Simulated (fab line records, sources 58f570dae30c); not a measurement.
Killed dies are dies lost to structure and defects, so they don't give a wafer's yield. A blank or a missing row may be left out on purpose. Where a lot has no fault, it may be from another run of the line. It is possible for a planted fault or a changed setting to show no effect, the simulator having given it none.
fab line records    flow berkeley_cmos170
record: lots: 6  wafers: 18  last_day: 11
route steps=331 shown M3@315
lots untouched by any fault: they come from a run of this same line in which no faults occurred
start_h: the number of hours between the record's first day and the start of the first shown wafer of the lot    wait_h: hours since the lot's step before    " repeats the value in the row above    L1.1+2: several wafers, shown together as one row    - either no value or no given start    * or withheld: withheld    < > ~ a bound
route shown NAME@n: names a module that has steps shown in the file, with the first one's number in the route    usual: mean and standard deviation over wafers with no fault    same: alike in all rows    chamber/n: place in a boat    sites: readings site by site    _std_site: the standard deviation of these    _edge_site: mean of outer sites minus mean of inner sites    radius_mm: for every site, how far away it sits from the centre of the wafer    mask NAME#n: copy n    behind: the most recent tool/chamber to have shaped the wafer    hold: why the lot was held/for how many hours/how that ended    device: whichever transistor did not switch (one of n, p or np)    end of line: at the end of the route, the tests of the same wafers    where a step has no rows: the recipe by itself    killed: dies lost to structure and defects at the first sort, not the wafer's yield    map: a wafer's dies, marking killed ones x, the rest . and places with no die _
set.NAME: setting as actually run; set.NAME@STEP: the setting as run at that earlier step    model.NAME: the simulator's own value behind a step, which no gauge read
certain route steps with their lots: each step a table, each wafer a row
services: a tool's chamber out of use, with start hour (start_h, from the record's first day; less than 0 if before it), hours out, and reason
== steps ==
step: UCB170_M3_SOFTBAKE_06
recipe: resist: KrF  temp_c: 130  time_s: 60
step: UCB170_M3_STRIP_07
recipe: chemistry: O2  power_w: 400  pressure_mtorr: 3500  platen_temp_c: withheld  o2_flow_sccm: 400  overash_fraction: 0.5
usual: drypump_motor_current_A: 5.9/0.59  o2_flow_sccm: 400.0/1.1  oes_product_au: 0.735/0.0047  strip_time_to_endpoint_s: 22.02/0.058
lot.wafer  tool             chamber  start_h  wait_h  drypump_motor_current_A  o2_flow_sccm  oes_product_au  rf_hours_counter_h  strip_time_to_endpoint_s
L459.4     plasma_asher-04  1        173.18   0.1     6.6                      400.6         0.731           -                   22.02
L459.5     "                1        "        "       6.6                      401.1         0.737           -                   21.95
L459.6     "                0        "        "       5.1                      399.5         0.737           -                   21.99
L465.2     plasma_asher-04  1        222.66   0.1     6.6                      399.0         0.739           47                  22.05
L465.4     "                0        "        "       5.1                      400.6         0.741           -                   22.02
L465.6     "                1        "        "       6.6                      398.5         0.734           -                   22.10
L472.1     plasma_asher-02  1        255.96   0.1     5.9                      398.3         0.740           47                  22.09
L472.3     "                0        "        "       6.2                      400.4         0.734           -                   22.12
L472.6     "                0        "        "       6.2                      399.9         0.732           -                   22.08
L471.1     plasma_asher-04  1        256.82   0.1     6.6                      400.7         0.742           51                  21.99
L471.4     "                1        "        "       6.6                      399.6         0.740           -                   22.04
L471.5     "                0        "        "       5.1                      399.5         0.738           -                   22.02
L476.3     plasma_asher-02  0        258.83   0.1     6.2                      398.5         0.737           -                   22.00
L476.4     "                1        "        "       5.9                      398.5         0.734           -                   22.02
L476.5     "                1        "        "       5.9                      400.3         0.732           -                   22.01
L475.1     plasma_asher-02  1        259.75   0.1     5.9                      400.2         0.740           48                  21.98
L475.3     "                1        "        "       5.9                      399.9         0.737           -                   21.97
L475.6     "                0        "        "       6.2                      398.6         0.744           -                   22.00
step: UCB170_M3_STRIP_08
recipe: chemistry: DMSO  temp_c: 80  time_s: 600  material: KrF
step: UCB170_M3_COAT_09
recipe: resist: BARC  temp_c: withheld  time_s: withheld  spin_rpm: 3000  resist_thk_nm: withheld
step: UCB170_M3_COAT_10
recipe: resist: KrF  spin_rpm: 1500  resist_thk_nm: 900
step: UCB170_M3_SOFTBAKE_11
recipe: resist: KrF  temp_c: 130  time_s: 60
step: UCB170_M3_EXPOSE_12
recipe: mask_id: METAL3  target_cd_nm: 700  na: 0.5  sigma_outer: 0.6  source_shape: conventional  dose_mj: 26
step: UCB170_M3_PEB_13
recipe: peb_temp_c: 130  peb_time_s: withheld  resist: KrF
step: UCB170_M3_DEVELOP_14
recipe: developer: TMAH  develop_time_s: 45  resist: KrF  dev_temp_c: 21
step: UCB170_M3_CD_MEAS_15
recipe: target_cd_nm: 700
usual: cd_nm: 699.9/1.6
lot.wafer  tool       chamber  start_h  wait_h  cd_nm
L459.4     cd_sem-02  -        174.49   -       700.9
L459.5     "          -        "        "       699.0
L459.6     "          -        "        "       700.5
L465.2     cd_sem-02  -        225.11   -       700.6
L465.4     "          -        "        "       701.8
L465.6     "          -        "        "       700.2
L472.1     cd_sem-01  -        257.10   -       701.3
L472.3     "          -        "        "       701.1
L472.6     "          -        "        "       700.8
L471.1     cd_sem-02  -        258.07   -       699.1
L471.4     "          -        "        "       698.8
L471.5     "          -        "        "       698.3
L476.3     cd_sem-02  -        259.96   -       699.8
L476.4     "          -        "        "       701.5
L476.5     "          -        "        "       702.1
L475.1     cd_sem-02  -        261.58   -       699.3
L475.3     "          -        "        "       697.1
L475.6     "          -        "        "       698.5
step: UCB170_M3_OVL_MEAS_16
usual: M3_OVL: 0/5.7
lot.wafer  tool        chamber  start_h  wait_h  M3_OVL[nm]
L459.4     overlay-02  -        174.57   0.1     4
L459.5     "           -        "        "       3
L459.6     "           -        "        "       5
L465.2     overlay-02  -        225.22   0.1     11
L465.4     "           -        "        "       0
L465.6     "           -        "        "       -2
L472.1     overlay-01  -        257.22   0.1     2
L472.3     "           -        "        "       -6
L472.6     "           -        "        "       -1
L471.1     overlay-02  -        258.19   0.1     1
L471.4     "           -        "        "       6
L471.5     "           -        "        "       1
L476.3     overlay-02  -        260.05   0.1     7
L476.4     "           -        "        "       8
L476.5     "           -        "        "       -2
L475.1     overlay-01  -        261.70   0.1     -10
L475.3     "           -        "        "       -3
L475.6     "           -        "        "       5
step: UCB170_M3_ETCH_17
recipe: chemistry: N2/H2  target_depth_a: withheld  overetch_a: withheld  target: BARC  time_s: withheld  source_w: 500  bias_w: 100  pressure_mtorr: 30  n2_flow_sccm: 100  h2_flow_sccm: 200
usual: drypump_motor_current_A: 5.8/0.52  oes_product_au: 0.987/0.017  throttle_valve_pct: 13.19/0.15
lot.wafer  tool         chamber  start_h  wait_h  drypump_motor_current_A  oes_product_au  throttle_valve_pct
L459.4     rie_diel-01  0        174.59   0.0     5.9                      0.999           13.19
L459.5     "            2        "        "       6.8                      0.987           13.22
L459.6     "            1        "        "       5.4                      0.982           13.20
L465.2     rie_diel-02  3        225.25   0.0     6.3                      0.997           13.20
L465.4     "            0        "        "       6.6                      0.991           12.94
L465.6     "            2        "        "       6.2                      0.965           13.02
L472.1     rie_diel-02  1        257.25   0.0     5.8                      1.008           13.43
L472.3     "            3        "        "       6.4                      0.992           13.19
L472.6     "            2        "        "       6.2                      0.964           13.02
L471.1     rie_diel-01  1        258.22   0.0     5.4                      0.975           13.20
L471.4     "            0        "        "       5.9                      0.989           13.19
L471.5     "            0        "        "       5.9                      0.980           13.19
L476.3     rie_diel-03  2        260.07   0.0     5.2                      0.996           13.18
L476.4     "            2        "        "       5.1                      0.992           13.15
L476.5     "            1        "        "       5.7                      0.967           13.16
L475.1     rie_diel-01  3        261.74   0.0     5.4                      1.006           13.37
L475.3     "            2        "        "       6.8                      0.959           13.27
L475.6     "            3        "        "       5.4                      1.004           13.37
step: UCB170_M3_METAL_ETCH_18
recipe: chemistry: Cl2/BCl3  target: Al  stop_on: SiO2  pressure_mtorr: 12  target_depth_a: 11700  over_etch_frac: 0.3  time_s: 195  icp_w: 600  bias_w: 116.8  Cl2_flow_sccm: 90  bcl3_flow_sccm: 45
usual: drypump_motor_current_A: 5.8/0.6  oes_product_au: 0.864/0.013  throttle_valve_pct: 24.43/0.26
lot.wafer  tool          chamber  start_h  wait_h  drypump_motor_current_A  oes_product_au  rf_hours_counter_h  throttle_valve_pct  model.KrF_of_M3_COAT_10.thk_nm  model.M3.feature_depth_nm  model.SiO2_of_V2_CVD_00.thk_nm
L459.4     rie_metal-03  0        174.69   -       6.6                      0.880           -                   24.48               215.3                           962.6                      940.4
L459.5     "             0        "        "       6.6                      0.885           -                   24.50               217.2                           970.6                      941.4
L459.6     "             1        "        "       5.1                      0.850           -                   24.81               212.4                           979.5                      938.8
L465.2     rie_metal-04  1        225.29   -       4.9                      0.874           6                   24.22               203.4                           958.2                      939.3
L465.4     "             1        "        "       4.9                      0.864           -                   24.21               203.5                           958.2                      939.3
L465.6     "             1        "        "       4.9                      0.870           -                   24.21               200                             962.2                      937.7
L472.1     rie_metal-04  0        257.30   -       6.0                      0.872           5                   24.04               0                               984.3                      912.5
L472.3     "             0        "        "       6.0                      0.865           -                   24.03               0                               983                        913.5
L472.6     "             1        "        "       4.9                      0.870           -                   24.22               0                               986.2                      908.2
L471.1     rie_metal-01  0        258.26   -       6.3                      0.868           8                   24.64               219.2                           970.5                      939.5
L471.4     "             0        "        "       6.3                      0.872           -                   24.66               211.4                           954.2                      937.5
L471.5     "             0        "        "       6.3                      0.872           -                   24.64               217.3                           975.4                      938.2
L476.3     rie_metal-03  1        260.18   -       5.1                      0.834           -                   24.81               228.6                           969.6                      939.8
L476.4     "             0        "        "       6.6                      0.884           -                   24.51               235.7                           981.6                      941.9
L476.5     "             1        "        "       5.0                      0.838           -                   24.80               229.5                           969.3                      941.3
L475.1     rie_metal-04  0        261.78   -       5.9                      0.864           6                   24.03               0                               991.2                      913.1
L475.3     "             1        "        "       4.9                      0.862           -                   24.20               0                               988.8                      907.9
L475.6     "             1        "        "       4.9                      0.864           -                   24.18               0                               986.1                      908.8
step: UCB170_M3_STRIP_19
recipe: chemistry: O2  power_w: 400  pressure_mtorr: 3500  platen_temp_c: withheld  o2_flow_sccm: 400  overash_fraction: 0.5
usual: drypump_motor_current_A: 5.9/0.62  o2_flow_sccm: 400.1/1.2  oes_product_au: 0.550/0.014
lot.wafer  tool             chamber  start_h  wait_h  drypump_motor_current_A  o2_flow_sccm  oes_product_au  rf_hours_counter_h
L459.4     plasma_asher-04  0        174.85   0.1     5.1                      402.5         0.553           -
L459.5     "                0        "        "       5.1                      400.9         0.552           -
L459.6     "                1        "        "       6.6                      400.7         0.547           -
L465.2     plasma_asher-04  1        225.48   0.1     6.7                      399.7         0.536           47
L465.4     "                0        "        "       5.1                      399.7         0.532           -
L465.6     "                0        "        "       5.1                      398.7         0.534           -
L472.1     plasma_asher-01  0        257.48   0.1     6.4                      398.4         0.317           15
L472.3     "                0        "        "       6.5                      400.5         0.317           -
L472.6     "                0        "        "       6.4                      399.2         0.304           -
L471.1     plasma_asher-01  0        258.64   0.3     6.5                      401.4         0.545           15
L471.4     "                0        "        "       6.4                      401.3         0.535           -
L471.5     "                0        "        "       6.4                      400.5         0.544           -
L476.3     plasma_asher-04  1        260.33   0.1     6.6                      400.7         0.558           -
L476.4     "                0        "        "       5.1                      398.9         0.568           -
L476.5     "                1        "        "       6.6                      401.3         0.571           -
L475.1     plasma_asher-01  0        261.97   0.1     6.4                      400.3         0.311           16
L475.3     "                1        "        "       5.1                      401.8         0.318           -
L475.6     "                1        "        "       5.1                      401.7         0.319           -
step: UCB170_M3_CD_MEAS_90
recipe: target_cd_nm: 700
usual: cd_nm: 700/3.2
lot.wafer  tool       chamber  start_h  wait_h  cd_nm
L459.4     cd_sem-01  -        174.98   0.1     697
L459.5     "          -        "        "       697
L459.6     "          -        "        "       694
L465.2     cd_sem-01  -        225.60   0.1     704
L465.4     "          -        "        "       706
L465.6     "          -        "        "       706
L472.1     cd_sem-02  -        257.58   0.1     684
L472.3     "          -        "        "       682
L472.6     "          -        "        "       683
L471.1     cd_sem-01  -        258.74   0.1     694
L471.4     "          -        "        "       693
L471.5     "          -        "        "       696
L476.3     cd_sem-01  -        260.44   0.1     699
L476.4     "          -        "        "       699
L476.5     "          -        "        "       699
L475.1     cd_sem-02  -        262.07   0.1     681
L475.3     "          -        "        "       679
L475.6     "          -        "        "       679
step: UCB170_M3_BOW_MEAS_20
recipe: mode: bow
usual: M3_BOW: 35/6.4
lot.wafer  tool           chamber  start_h  wait_h  M3_BOW[um]
L459.4     film_metro-04  -        175.11   0.1     38
L459.5     "              -        "        "       34
L459.6     "              -        "        "       25
L465.2     film_metro-04  -        225.72   0.1     29
L465.4     "              -        "        "       25
L465.6     "              -        "        "       31
L472.1     film_metro-03  -        257.70   0.1     39
L472.3     "              -        "        "       51
L472.6     "              -        "        "       29
L471.1     film_metro-04  -        258.86   0.1     32
L471.4     "              -        "        "       56
L471.5     "              -        "        "       36
L476.3     film_metro-01  -        260.56   0.1     35
L476.4     "              -        "        "       37
L476.5     "              -        "        "       41
L475.1     film_metro-01  -        262.19   0.1     34
L475.3     "              -        "        "       24
L475.6     "              -        "        "       33
step: UCB170_M3_PROBE_99
lot.wafer  tool       chamber  start_h  wait_h  model.etest.antenna_m3.vt_shift_v
L459.4     prober-01  -        175.32   0.2     -0.01266
L459.5     prober-01  -        175.37   0.2     -0.01362
L459.6     prober-01  -        175.42   0.2     -0.01592
L465.2     prober-02  -        225.87   0.1     -0.01387
L465.4     prober-02  -        225.97   0.2     -0.01196
L465.6     prober-02  -        226.07   0.2     -0.01687
L472.1     prober-01  -        257.82   0.1     -0.02313
L472.3     prober-01  -        257.92   0.2     -0.02601
L472.6     prober-01  -        258.07   0.2     -0.02898
L471.1     prober-02  -        258.98   0.1     -0.01665
L471.4     prober-02  -        259.13   0.2     -0.01821
L471.5     prober-02  -        259.18   0.2     -0.01418
L476.3     prober-01  -        260.74   0.2     -0.01247
L476.4     prober-01  -        260.79   0.2     -0.01733
L476.5     prober-01  -        260.84   0.2     -0.01749
L475.1     prober-02  -        262.31   0.1     -0.02259
L475.3     prober-02  -        262.41   0.2     -0.02913
L475.6     prober-02  -        262.56   0.2     -0.02685
killed by level:class
L459.4 WELLDRIVE:geometric_particle:open=1
L459.5 SPACER:geometric_particle:open=1 SILICIDE:geometric_particle:open=1 V1:geometric_particle:open=1
L459.6 SACOX:geometric_particle:open=1 GATE:geometric_particle:open=1 SPACER:geometric_particle:open=1 V1:geometric_particle:short=1 V2:geometric_particle:open=1
L465.2 WELLDRIVE:geometric_particle:short=1 SACOX:geometric_particle:short=1 SCREENOX:geometric_particle:open=1 GATE:geometric_particle:open=1 GATE:geometric_particle:short=1
L465.4 SPACER:geometric_particle:open=1
L465.6 SPACER:geometric_particle:open=2 SPACER:geometric_particle:short=1 SILICIDE:geometric_particle:short=1 M1:geometric_particle:short=1 M1:geometric_particle:open=1
L471.1 GATE:geometric_particle:short=1 SPACER:geometric_particle:short=1 V2:geometric_particle:open=1
L471.4 FIELD:geometric_particle:open=1 GATE:geometric_particle:short=1 M2:geometric_particle:short=1
L471.5 M2:geometric_particle:open=1 V2:geometric_particle:open=1 M3:geometric_particle:short=1 M3:geometric_particle:open=1
L476.3 FIELD:geometric_particle:short=1 GATE:geometric_particle:open=1 CONTACT:geometric_particle:open=1 V2:geometric_particle:open=1 M3:geometric_particle:short=1
L476.4 M1:geometric_particle:short=1 V2:geometric_particle:short=1
L476.5 SACOX:geometric_particle:short=1 M1:geometric_particle:short=1
L475.1 SPACER:geometric_particle:open=2 CONTACT:geometric_particle:open=1
L475.3 START:geometric_particle:short=1 SILICIDE:geometric_particle:open=1 V1:geometric_particle:short=1 M2:geometric_particle:short=1
L475.6 SPACER:geometric_particle:open=1
== services ==
tool             chamber  start_h  hours  kind
rie_diel-03      2        171.98   -      clean
rie_diel-03      2        171.98   26.5   scheduled_down
rie_diel-03      2        171.98   26.5   vent_cycle
rie_diel-02      1        189.40   4.4    repair
rie_metal-01     1        211.30   1.6    repair
rie_diel-01      2        217.69   -      clean
rie_diel-01      2        217.69   15.9   scheduled_down
rie_diel-01      2        217.69   15.9   vent_cycle
plasma_asher-01  -        219.53   4.8    repair
plasma_asher-02  -        223.58   2.8    repair
rie_metal-04     -        226.35   0.8    repair
rie_diel-03      3        230.98   -      clean
rie_diel-03      3        230.98   20.0   scheduled_down
rie_diel-03      3        230.98   20.0   vent_cycle
rie_diel-03      0        244.19   34.4   repair
rie_diel-03      -        246.21   2.8    pm
rie_metal-01     1        257.71   -      clean
rie_metal-01     1        257.71   14.1   scheduled_down
rie_metal-01     1        257.71   14.1   vent_cycle
== key ==
first_sign: step: UCB170_M3_STRIP_19  reading: oes_product_au  direction: down  sigmas: 17  usual: 0.550  struck: 0.314
effect: step: UCB170_M3_CD_MEAS_90  reading: cd_nm  direction: down  sigmas: 5.6  usual: 700  struck: 681
model_effect: step: UCB170_M3_METAL_ETCH_18  value: KrF_of_M3_COAT_10.thk_nm  without: 210.8  struck: 0
model_effect: step: UCB170_M3_PROBE_99  value: etest.antenna_m3.vt_shift_v  without: -0.01408  struck: -0.02612
met_at UCB170_M3_METAL_ETCH_18
struck_wafers L472.1,L472.3,L472.6,L475.1,L475.3,L475.6
sort_left_out L472.1,L472.3,L472.6
onset_between 225.29 257.30
fault: kind: process_parameter_drift  tool: rie_metal-04  chamber: -  onset_h: 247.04  steps: UCB170_M3_METAL_ETCH_18  channel: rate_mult  offset: 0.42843  shape: step  end_h: 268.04
sort_left_out: the simulated sort isn't trusted on such a fault, so these wafers' sort isn't shown, and their yield isn't known
